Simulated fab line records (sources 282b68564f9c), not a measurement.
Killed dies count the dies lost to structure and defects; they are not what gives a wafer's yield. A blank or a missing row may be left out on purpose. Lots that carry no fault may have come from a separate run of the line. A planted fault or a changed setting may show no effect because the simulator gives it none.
fab line records	flow ritCmos
record: lots: 6	wafers: 18	lastDay: 7
route steps=202 shown SPACER@127 NSD@131 PSD@142 SDANNEAL@153 PLDD@159 M1@202
lots that met no fault: from a run of the same line without faults
startH: start of the lot's first displayed wafer, in hours after the record's first day	waitH: hours from the lot's prior step to this one	" repeats the value in the row above	L1.1+2: one row covering several wafers at once	- no value, or no start given	* or withheld: withheld	< > ~ a bound
route shown NAME@n: a module of which the file shows steps, and the number in the route of the first	usual: mean/standard deviation taken from wafers without a fault	same: alike in all rows	chamber/n: place in a boat	sites: per-site readings	_std_site: how widely they spread, as a standard deviation	_edge_site: outer sites' mean less inner sites'	radiusMm: for every site, how far away it sits from the centre of the wafer	mask NAME#n: copy n	behind: tool/chamber where the wafer was last shaped	hold: what put the lot on hold/how long, in hours/how the hold closed	device: names the non-switching transistor (n, p or np)	end of line: at the end of the route, the tests of the same wafers	for a step that has no rows: nothing shown but its recipe	killed: not the wafer's yield, but the dies lost to structure and defects at the first sort	map: shows each die of a wafer: x if killed, . if not, _ if none is there
set.NAME: the run value of the setting; set.NAME@STEP: its run value at that earlier step	model.NAME: the simulator's own value behind a step, which no gauge read
certain route steps with their lots: each step a table, each wafer a row
services: a tool's chamber out of use, with start hour (startH, from the record's first day; less than 0 if before it), hours out, and reason
== steps ==
step: RIT_SPACER_CLEAN_02
recipe: chemistry: SC2	mix: 3:3:50	timeS: 600	tempC: 75	dry: n2Spin
step: RIT_SPACER_CVD_03
recipe: material: Si3N4	targetThkNm: 250	tempC: 810	precursor: SiH2Cl2/NH3	timeS: 3300	pressureMtorr: 300	sih2cl2FlowSccm: 60	nh3FlowSccm: 150
step: RIT_SPACER_THK_MEAS_04
recipe: reads: Si3N4_of_SPACER_CVD_03
usual: SPACER_NITRIDE_THK: 250.8/2.4
lot.wafer	tool	chamber	startH	waitH	SPACER_NITRIDE_THK[nm]
L108.1	filmMetro-03	-	64.05	0.0	249.1
L108.3	"	-	"	"	249.3
L108.4	"	-	"	"	248.5
L122.1	filmMetro-02	-	133.80	0.0	252.0
L122.2	"	-	"	"	250.1
L122.6	"	-	"	"	251.6
L123.1	filmMetro-04	-	139.02	0.0	248.6
L123.2	"	-	"	"	247.3
L123.6	"	-	"	"	248.5
L124.1	filmMetro-02	-	143.29	0.0	254.7
L124.4	"	-	"	"	251.5
L124.5	"	-	"	"	253.8
L125.2	filmMetro-03	-	143.67	0.0	245.3
L125.3	"	-	"	"	243.1
L125.5	"	-	"	"	243.5
L128.1	filmMetro-02	-	156.24	0.0	252.0
L128.2	"	-	"	"	251.6
L128.3	"	-	"	"	253.2
step: RIT_SPACER_ETCHBACK_05
recipe: targetDepthA: 2500	SF6_flow_sccm: 30	CHF3_flow_sccm: 30	target: Si3N4	chemistry: SF6/CHF3	pressureMtorr: 40	rfW: 250	timeS: 240	stopOn: SiO2
usual: drypumpMotorCurrentA: 5.9/0.38	oesProductAu: 0.844/0.013	throttleValvePct: 10.29/0.11
lot.wafer	tool	chamber	startH	waitH	drypumpMotorCurrentA	oesProductAu	rfHoursCounterH	throttleValvePct
L108.1	rieDiel-03	3	64.11	0.1	6.5	0.829	143	10.22
L108.3	"	2	"	"	5.4	0.858	6	10.45
L108.4	"	0	"	"	5.9	0.839	95	10.54
L122.1	rieDiel-02	0	133.86	0.1	5.7	0.842	146	10.28
L122.2	"	3	"	"	5.8	0.827	113	10.17
L122.6	"	1	"	"	6.0	0.862	-	10.31
L123.1	rieDiel-02	0	139.08	0.1	5.7	0.831	146	10.28
L123.2	"	3	"	"	5.8	0.823	113	10.16
L123.6	"	0	"	"	5.7	0.831	-	10.28
L124.1	rieDiel-02	2	143.35	0.1	6.1	0.866	0	10.20
L124.4	"	0	"	"	5.6	0.829	146	10.28
L124.5	"	1	"	"	6.0	0.865	-	10.31
L125.2	rieDiel-01	1	143.72	0.0	5.8	0.828	48	10.25
L125.3	"	3	"	"	6.3	0.820	68	10.23
L125.5	"	1	"	"	5.8	0.822	-	10.27
L128.1	rieDiel-03	3	156.30	0.1	6.5	0.834	145	10.22
L128.2	"	2	"	"	5.4	0.857	8	10.46
L128.3	"	0	"	"	5.9	0.859	98	10.53
step: RIT_NSD_HMDS_00
recipe: primeTimeS: 60	primeTempC: 140
step: RIT_NSD_COAT_01
recipe: resist: NOVOLAK	spinRpm: 3250	resistThkNm: 1000
step: RIT_NSD_SOFTBAKE_02
recipe: resist: NOVOLAK	tempC: 90	timeS: 60
step: RIT_NSD_EXPOSE_03
recipe: maskId: M9	na: 0.57	targetCdNm: 40700	doseMj: 250
step: RIT_NSD_PEB_04
recipe: resist: NOVOLAK	tempC: withheld	timeS: withheld
step: RIT_NSD_DEVELOP_05
recipe: resist: NOVOLAK	developTimeS: 50	devTempC: 23
step: RIT_NSD_OVL_MEAS_06
usual: NSD_OVL: 0.1/1.5
lot.wafer	tool	chamber	startH	waitH	NSD_OVL[nm]
L108.1	overlay-02	-	65.23	-	-1.4
L108.3	"	-	"	"	-1.3
L108.4	"	-	"	"	-1.8
L122.1	overlay-01	-	134.99	-	-0.5
L122.2	"	-	"	"	-0.3
L122.6	"	-	"	"	-1.1
L123.1	overlay-01	-	140.35	-	1.8
L123.2	"	-	"	"	0.9
L123.6	"	-	"	"	-0.2
L124.1	overlay-02	-	144.51	-	1.9
L124.4	"	-	"	"	2.1
L124.5	"	-	"	"	2.8
L125.2	overlay-02	-	144.80	-	-1.6
L125.3	"	-	"	"	0.7
L125.5	"	-	"	"	0.3
L128.1	overlay-02	-	157.30	-	0.2
L128.2	"	-	"	"	0.7
L128.3	"	-	"	"	0.2
step: RIT_NSD_HARDBAKE_07
recipe: resist: NOVOLAK	tempC: 140	timeS: 60
step: RIT_NSD_IMPLANT_08
recipe: species: P	energyKev: 25	doseCm2: 1e+15	tiltDeg: 7
usual: doseIonsCm2: 9.999e+14/1.1e+12
same: implantIonAmu: 31
lot.wafer	tool	chamber	startH	waitH	doseIonsCm2
L108.1	implanter-04	0	65.42	0.1	1.0007e+15
L108.3	"	0	"	"	1.0007e+15
L108.4	"	0	"	"	1.0018e+15
L122.1	implanter-03	0	135.18	0.1	1.0014e+15
L122.2	"	0	"	"	1.0009e+15
L122.6	"	0	"	"	1.0011e+15
L123.1	implanter-03	0	140.56	0.1	9.539e+14
L123.2	"	0	"	"	9.532e+14
L123.6	"	0	"	"	9.536e+14
L124.1	implanter-03	0	144.82	0.1	9.531e+14
L124.4	"	0	"	"	9.536e+14
L124.5	"	0	"	"	9.549e+14
L125.2	implanter-04	0	145.00	0.1	9.988e+14
L125.3	"	0	"	"	1.0003e+15
L125.5	"	0	"	"	9.991e+14
L128.1	implanter-01	0	157.48	0.1	1.0016e+15
L128.2	"	0	"	"	1.0009e+15
L128.3	"	0	"	"	1.0022e+15
step: RIT_NSD_STRIP_09
recipe: chemistry: O2	timeS: 180	resist: NOVOLAK	platenTempC: withheld	powerW: 500	pressureMtorr: 4000	o2FlowSccm: 4000
usual: drypumpMotorCurrentA: 5.7/0.35
lot.wafer	tool	chamber	startH	waitH	drypumpMotorCurrentA	rfHoursCounterH
L108.1	plasmaAsher-02	1	65.57	0.1	6.5	43
L108.3	"	1	"	"	6.5	-
L108.4	"	0	"	"	5.5	-
L122.1	plasmaAsher-02	0	135.33	0.1	5.5	3
L122.2	"	1	"	"	6.5	3
L122.6	"	0	"	"	5.5	-
L123.1	plasmaAsher-03	0	140.71	0.1	5.7	43
L123.2	"	1	"	"	5.6	43
L123.6	"	0	"	"	5.7	-
L124.1	plasmaAsher-03	0	144.97	0.1	5.6	44
L124.4	"	0	"	"	5.7	-
L124.5	"	0	"	"	5.7	-
L125.2	plasmaAsher-02	1	145.13	0.1	6.5	4
L125.3	"	0	"	"	5.5	-
L125.5	"	0	"	"	5.5	-
L128.1	plasmaAsher-03	0	157.63	0.1	5.7	46
L128.2	"	1	"	"	5.6	46
L128.3	"	1	"	"	5.6	-
step: RIT_NSD_TW_MEAS_10
usual: NSD_TW: 3136/15
lot.wafer	tool	chamber	startH	waitH	NSD_TW
L108.1	filmMetro-03	-	65.75	0.1	3142
L108.3	"	-	"	"	3160
L108.4	"	-	"	"	3137
L122.1	filmMetro-02	-	135.50	0.1	3143
L122.2	"	-	"	"	3127
L122.6	"	-	"	"	3136
L123.1	filmMetro-01	-	140.89	0.1	3128
L123.2	"	-	"	"	3114
L123.6	"	-	"	"	3115
L124.1	filmMetro-01	-	145.15	0.1	3100
L124.4	"	-	"	"	3095
L124.5	"	-	"	"	3086
L125.2	filmMetro-03	-	145.31	0.1	3150
L125.3	"	-	"	"	3169
L125.5	"	-	"	"	3173
L128.1	filmMetro-01	-	157.81	0.1	3135
L128.2	"	-	"	"	3141
L128.3	"	-	"	"	3147
step: RIT_PSD_HMDS_00
recipe: primeTimeS: 60	primeTempC: 140
step: RIT_PSD_COAT_01
recipe: resist: NOVOLAK	spinRpm: 3250	resistThkNm: 1000
step: RIT_PSD_SOFTBAKE_02
recipe: resist: NOVOLAK	tempC: 90	timeS: 60
step: RIT_PSD_EXPOSE_03
recipe: maskId: M10	na: 0.57	targetCdNm: 40900	doseMj: 250
step: RIT_PSD_PEB_04
recipe: resist: NOVOLAK	tempC: withheld	timeS: withheld
step: RIT_PSD_DEVELOP_05
recipe: resist: NOVOLAK	developTimeS: 50	devTempC: 23
step: RIT_PSD_OVL_MEAS_06
usual: PSD_OVL: -0.9/1.4
lot.wafer	tool	chamber	startH	waitH	PSD_OVL[nm]
L108.1	overlay-01	-	66.72	-	-0.4
L108.3	"	-	"	"	1.4
L108.4	"	-	"	"	-0.6
L122.1	overlay-01	-	136.59	-	-0.2
L122.2	"	-	"	"	0.3
L122.6	"	-	"	"	0.5
L123.1	overlay-01	-	141.80	-	-2.3
L123.2	"	-	"	"	-0.8
L123.6	"	-	"	"	-1.8
L124.1	overlay-01	-	146.08	-	-0.5
L124.4	"	-	"	"	1.0
L124.5	"	-	"	"	-0.3
L125.2	overlay-01	-	146.71	-	0.0
L125.3	"	-	"	"	0.0
L125.5	"	-	"	"	0.3
L128.1	overlay-01	-	159.03	-	-0.9
L128.2	"	-	"	"	-0.1
L128.3	"	-	"	"	-1.2
step: RIT_PSD_HARDBAKE_07
recipe: resist: NOVOLAK	tempC: 140	timeS: 60
step: RIT_PSD_IMPLANT_08
recipe: species: BF2	energyKev: 27	doseCm2: 5e+15	tiltDeg: 7
step: RIT_PSD_STRIP_09
recipe: chemistry: O2	timeS: 180	resist: NOVOLAK	platenTempC: withheld	powerW: 500	pressureMtorr: 4000	o2FlowSccm: 4000
usual: drypumpMotorCurrentA: 5.56/0.27
lot.wafer	tool	chamber	startH	waitH	drypumpMotorCurrentA	rfHoursCounterH
L108.1	plasmaAsher-01	1	67.05	0.1	5.02	27
L108.3	"	0	"	"	5.94	-
L108.4	"	1	"	"	5.03	-
L122.1	plasmaAsher-03	1	136.94	0.1	5.55	42
L122.2	"	0	"	"	5.67	42
L122.6	"	0	"	"	5.66	-
L123.1	plasmaAsher-03	0	142.13	0.1	5.66	43
L123.2	"	1	"	"	5.53	43
L123.6	"	0	"	"	5.65	-
L124.1	plasmaAsher-01	1	146.57	0.1	5.02	37
L124.4	"	0	"	"	5.98	-
L124.5	"	1	"	"	5.02	-
L125.2	plasmaAsher-03	0	147.04	0.1	5.66	44
L125.3	"	1	"	"	5.56	-
L125.5	"	0	"	"	5.67	-
L128.1	plasmaAsher-03	0	159.36	0.1	5.67	46
L128.2	"	1	"	"	5.53	46
L128.3	"	1	"	"	5.56	-
step: RIT_PSD_TW_MEAS_10
usual: PSD_TW: 3446/19
lot.wafer	tool	chamber	startH	waitH	PSD_TW
L108.1	filmMetro-01	-	67.23	0.1	3476
L108.3	"	-	"	"	3460
L108.4	"	-	"	"	3483
L122.1	filmMetro-01	-	137.12	0.1	3449
L122.2	"	-	"	"	3464
L122.6	"	-	"	"	3456
L123.1	filmMetro-02	-	142.31	0.1	3449
L123.2	"	-	"	"	3439
L123.6	"	-	"	"	3445
L124.1	filmMetro-03	-	146.74	0.1	3447
L124.4	"	-	"	"	3440
L124.5	"	-	"	"	3424
L125.2	filmMetro-03	-	147.22	0.1	3468
L125.3	"	-	"	"	3453
L125.5	"	-	"	"	3468
L128.1	filmMetro-03	-	159.54	0.1	3454
L128.2	"	-	"	"	3437
L128.3	"	-	"	"	3457
step: RIT_SDANNEAL_CLEAN_00
recipe: chemistry: SC1	mix: 3:3:50	timeS: 600	tempC: 75
step: RIT_SDANNEAL_CLEAN_01
recipe: chemistry: dHF	dilution: 50:1	timeS: 30
step: RIT_SDANNEAL_CLEAN_02
recipe: chemistry: SC2	mix: 3:3:50	timeS: 600	tempC: 75	dry: n2Spin
step: RIT_SDANNEAL_RTA_03
recipe: tempC: 1050	timeS: 5	idleTempC: 600	rampUpCPerS: 342	rampDownCPerS: 171	coolToC: 600	ambient: N2
usual: rampUpCPerS: 342.00/0.062	wafer_temp_C_max: 1053.5/1.1
lot.wafer	tool	chamber	startH	waitH	rampUpCPerS	wafer_temp_C_max
L108.1	rtpAnneal-02	0	68.00	0.0	341.99	1054.0
L108.3	"	0	"	"	341.98	1054.6
L108.4	"	0	"	"	341.98	1053.0
L122.1	rtpAnneal-01	0	137.55	0.0	342.02	1052.2
L122.2	"	0	"	"	341.92	1054.3
L122.6	"	0	"	"	341.96	1054.2
L123.1	rtpAnneal-02	0	142.77	0.0	342.11	1054.8
L123.2	"	0	"	"	342.08	1053.4
L123.6	"	0	"	"	341.98	1054.5
L124.1	rtpAnneal-01	0	147.17	0.0	341.88	1052.8
L124.4	"	0	"	"	342.12	1056.2
L124.5	"	0	"	"	342.07	1053.7
L125.2	rtpAnneal-02	0	147.68	0.0	341.92	1054.1
L125.3	"	0	"	"	342.00	1053.7
L125.5	"	0	"	"	342.00	1052.2
L128.1	rtpAnneal-01	0	159.97	0.0	341.92	1053.6
L128.2	"	0	"	"	342.01	1054.0
L128.3	"	0	"	"	342.00	1053.2
step: RIT_SDANNEAL_RS_MEAS_04
recipe: thkMeasGauge: four-point-probe
usual: PSD_RS: 115.8/0.31
lot.wafer	tool	chamber	startH	waitH	PSD_RS[ohm/sq]
L108.1	filmMetro-01	-	68.06	0.0	115.9
L108.3	"	-	"	"	115.9
L108.4	"	-	"	"	115.9
L122.1	filmMetro-01	-	137.60	0.0	116.4
L122.2	"	-	"	"	116.1
L122.6	"	-	"	"	116.2
L123.1	filmMetro-03	-	142.83	0.0	115.7
L123.2	"	-	"	"	115.5
L123.6	"	-	"	"	115.5
L124.1	filmMetro-02	-	147.23	0.0	115.9
L124.4	"	-	"	"	116.0
L124.5	"	-	"	"	116.1
L125.2	filmMetro-01	-	147.75	0.1	115.3
L125.3	"	-	"	"	115.3
L125.5	"	-	"	"	115.3
L128.1	filmMetro-03	-	160.02	0.0	115.8
L128.2	"	-	"	"	116.1
L128.3	"	-	"	"	116.0
step: RIT_SDANNEAL_RS_MEAS_05
recipe: thkMeasGauge: four-point-probe
usual: NSD_RS: 84.54/0.26
lot.wafer	tool	chamber	startH	waitH	NSD_RS[ohm/sq]
L108.1	filmMetro-01	-	68.18	0.1	84.32
L108.3	"	-	"	"	84.36
L108.4	"	-	"	"	84.15
L122.1	filmMetro-01	-	137.72	0.1	84.60
L122.2	"	-	"	"	84.67
L122.6	"	-	"	"	84.59
L123.1	filmMetro-03	-	142.95	0.1	87.35
L123.2	"	-	"	"	87.43
L123.6	"	-	"	"	87.45
L124.1	filmMetro-02	-	147.35	0.1	88.32
L124.4	"	-	"	"	87.93
L124.5	"	-	"	"	88.10
L125.2	filmMetro-01	-	147.87	0.1	83.92
L125.3	"	-	"	"	84.00
L125.5	"	-	"	"	84.36
L128.1	filmMetro-03	-	160.14	0.1	84.31
L128.2	"	-	"	"	84.41
L128.3	"	-	"	"	84.09
step: RIT_SDANNEAL_RS_MEAS_06
recipe: thkMeasGauge: four-point-probe
usual: PLDD_RS: 178.6/0.5
lot.wafer	tool	chamber	startH	waitH	PLDD_RS[ohm/sq]
L108.1	filmMetro-01	-	68.30	0.1	178.4
L108.3	"	-	"	"	178.5
L108.4	"	-	"	"	178.6
L122.1	filmMetro-01	-	137.84	0.1	178.4
L122.2	"	-	"	"	178.3
L122.6	"	-	"	"	178.8
L123.1	filmMetro-03	-	143.07	0.1	179.1
L123.2	"	-	"	"	178.8
L123.6	"	-	"	"	178.8
L124.1	filmMetro-02	-	147.47	0.1	179.3
L124.4	"	-	"	"	178.9
L124.5	"	-	"	"	179.0
L125.2	filmMetro-01	-	147.99	0.1	177.7
L125.3	"	-	"	"	177.6
L125.5	"	-	"	"	178.1
L128.1	filmMetro-03	-	160.26	0.1	178.8
L128.2	"	-	"	"	178.9
L128.3	"	-	"	"	178.9
step: RIT_M1_PROBE_99
usual: killedAtContacts: 0.1/0.25	killedAtFrontEnd: 7/3.1	killedDies: 7/3.2	killedOpen: 3.3/2	killedShort: 3.5/2
same: grossDies: 264	killed_at_M0_to_M3: 0	killed_at_M4_up: 0	killedAtBackSide: 0	killedAtOther: 0
lot.wafer	tool	chamber	startH	waitH	killedAtContacts	killedAtFrontEnd	killedDies	killedOpen	killedShort	model.etest.contactNplus.endOhmUm
L108.1	prober-02	-	75.61	0.1	1	4	5	2	3	43.76
L108.3	prober-02	-	75.71	0.2	0	5	5	2	3	42.41
L108.4	prober-02	-	75.76	0.2	0	6	6	2	4	42.67
L122.1	prober-02	-	147.17	0.1	0	4	4	3	1	43.31
L122.2	prober-02	-	147.22	0.1	0	4	4	1	3	42.3
L122.6	prober-02	-	147.42	0.2	0	6	6	3	3	41.24
L123.1	prober-02	-	150.66	0.1	0	9	9	5	4	45.66
L123.2	prober-02	-	150.71	0.1	0	6	6	1	5	44.49
L123.6	prober-02	-	150.91	0.2	0	6	6	3	3	43.87
L124.1	prober-01	-	154.73	0.1	0	6	6	2	4	43.6
L124.4	prober-01	-	154.88	0.2	0	5	5	3	2	44.97
L124.5	prober-01	-	154.93	0.2	0	7	7	2	5	44.65
L125.2	prober-02	-	156.28	0.1	0	11	11	4	7	41.04
L125.3	prober-02	-	156.33	0.2	0	8	8	3	5	42.03
L125.5	prober-02	-	156.43	0.2	0	10	10	2	8	40.35
L128.1	prober-01	-	167.34	0.1	0	13	13	9	4	41.22
L128.2	prober-01	-	167.39	0.1	0	3	3	1	2	41.97
L128.3	prober-01	-	167.44	0.2	0	10	10	3	7	40.31
killed by level:class
L108.1 FOX1:geometricParticle:open=1 GATE:geometricParticle:short=1 SILICIDE:geometricParticle:open=1 SILICIDE:geometricParticle:short=1 CONTACT:geometricParticle:short=1
L108.3 REOX:geometricParticle:short=2 GATE:geometricParticle:short=1 REOX:geometricParticle:open=1 SILICIDE:geometricParticle:open=1
L108.4 FOX1:geometricParticle:short=1 FOX2:geometricParticle:open=1 GATE:geometricParticle:open=1 GATE:geometricParticle:short=1 REOX:geometricParticle:short=1 SILICIDE:geometricParticle:short=1
L122.1 GATE:geometricParticle:short=1 GATE:geometricParticle:open=1 REOX:geometricParticle:open=1 SILICIDE:geometricParticle:open=1
L122.2 FOX1:geometricParticle:short=2 FOX2:geometricParticle:open=1 GATE:geometricParticle:short=1
L122.6 FOX1:geometricParticle:open=1 GATE:geometricParticle:short=1 REOX:geometricParticle:short=1 REOX:geometricParticle:open=1 SPACER:geometricParticle:open=1 SPACER:geometricParticle:short=1
L123.1 GATE:geometricParticle:open=3 GATE:geometricParticle:short=3 SPACER:geometricParticle:open=2 SPACER:geometricParticle:short=1
L123.2 FOX1:geometricParticle:short=2 SPACER:geometricParticle:short=2 GATE:geometricParticle:short=1 GATE:geometricParticle:open=1
L123.6 GATE:geometricParticle:short=2 FOX1:geometricParticle:open=1 FOX2:geometricParticle:open=1 GATE:geometricParticle:open=1 SPACER:geometricParticle:short=1
L124.1 GATE:geometricParticle:short=2 GATE:geometricParticle:open=2 REOX:geometricParticle:short=1 FOX1:geometricParticle:short=1
L124.4 GATE:geometricParticle:open=2 FOX1:geometricParticle:short=1 REOX:geometricParticle:open=1 SILICIDE:geometricParticle:short=1
L124.5 GATE:geometricParticle:short=3 FOX1:geometricParticle:short=1 FOX2:geometricParticle:open=1 SPACER:geometricParticle:open=1 SPACER:geometricParticle:short=1
L125.2 GATE:geometricParticle:short=3 GATE:geometricParticle:open=2 REOX:geometricParticle:short=2 REOX:geometricParticle:open=2 FOX1:geometricParticle:short=1 FOX2:geometricParticle:short=1
L125.3 GATE:geometricParticle:short=3 FOX1:geometricParticle:short=1 FOX2:geometricParticle:open=1 GATE:geometricParticle:open=1 SPACER:geometricParticle:open=1 SPACER:geometricParticle:short=1
L125.5 GATE:geometricParticle:short=5 SILICIDE:geometricParticle:short=2 REOX:geometricParticle:open=1 REOX:geometricParticle:short=1 SILICIDE:geometricParticle:open=1
L128.1 GATE:geometricParticle:short=3 GATE:geometricParticle:open=3 SILICIDE:geometricParticle:open=3 FOX1:geometricParticle:open=2 SPACER:geometricParticle:open=1 SILICIDE:geometricParticle:short=1
L128.2 FOX1:geometricParticle:short=1 GATE:geometricParticle:open=1 SILICIDE:geometricParticle:short=1
L128.3 FOX1:geometricParticle:short=2 GATE:geometricParticle:open=2 GATE:geometricParticle:short=2 SPACER:geometricParticle:short=2 SILICIDE:geometricParticle:short=1 SILICIDE:geometricParticle:open=1
== services ==
tool	chamber	startH	hours	kind
implanter-01	-	40.16	4.0	repair
implanter-04	-	46.20	6.6	repair
rieDiel-03	3	66.73	1.3	repair
plasmaAsher-03	-	67.92	3.8	repair
implanter-01	-	78.30	2.3	repair
implanter-04	-	79.93	0.6	repair
implanter-01	-	80.56	20.9	pm
plasmaAsher-02	-	108.75	9.0	pm
plasmaAsher-02	0	108.75	9.0	ventCycle
plasmaAsher-02	1	108.75	9.0	ventCycle
rieDiel-01	2	109.64	9.8	repair
plasmaAsher-01	-	112.30	2.8	pm
rieDiel-02	2	112.83	11.1	repair
plasmaAsher-02	0	117.75	-	clean
plasmaAsher-02	1	117.75	-	clean
rieDiel-02	2	123.92	-	clean
rieDiel-02	2	123.92	16.1	scheduledDown
rieDiel-02	2	123.92	16.1	ventCycle
plasmaAsher-03	-	130.17	3.4	repair
== key ==
firstSign: step: RIT_NSD_IMPLANT_08	reading: doseIonsCm2	direction: down	sigmas: 42	usual: 9.999e+14	struck: 9.537e+14
effect: step: RIT_NSD_TW_MEAS_10	reading: NSD_TW	direction: down	sigmas: 2	usual: 3136	struck: 3106
effect: step: RIT_SDANNEAL_RS_MEAS_05	reading: NSD_RS	direction: up	sigmas: 13	usual: 84.54	struck: 87.76
modelEffect: step: RIT_M1_PROBE_99	value: etest.contactNplus.endOhmUm	without: 41.69	struck: 44.54
metAt RIT_NSD_IMPLANT_08
struckWafers L123.1,L123.2,L123.6,L124.1,L124.4,L124.5
testerLeftOut L123,L124
onsetBetween 135.18 140.56
fault: kind: processParameterDrift	tool: implanter-03	chamber: -	onsetH: 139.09	steps: RIT_NSD_IMPLANT_08	channel: doseCm2	offset: -4.6094e+13	shape: step	endH: 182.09	actsIn: theseRecipesOnly	stated: 1e+15
testerLeftOut: of these lots the tester's yield and bins aren't shown, on N5 and GAA mostly nor the transistor test; their killed dies are dies lost to structure and defects alone, not to doping, threshold or leakage, so they don't give the yield
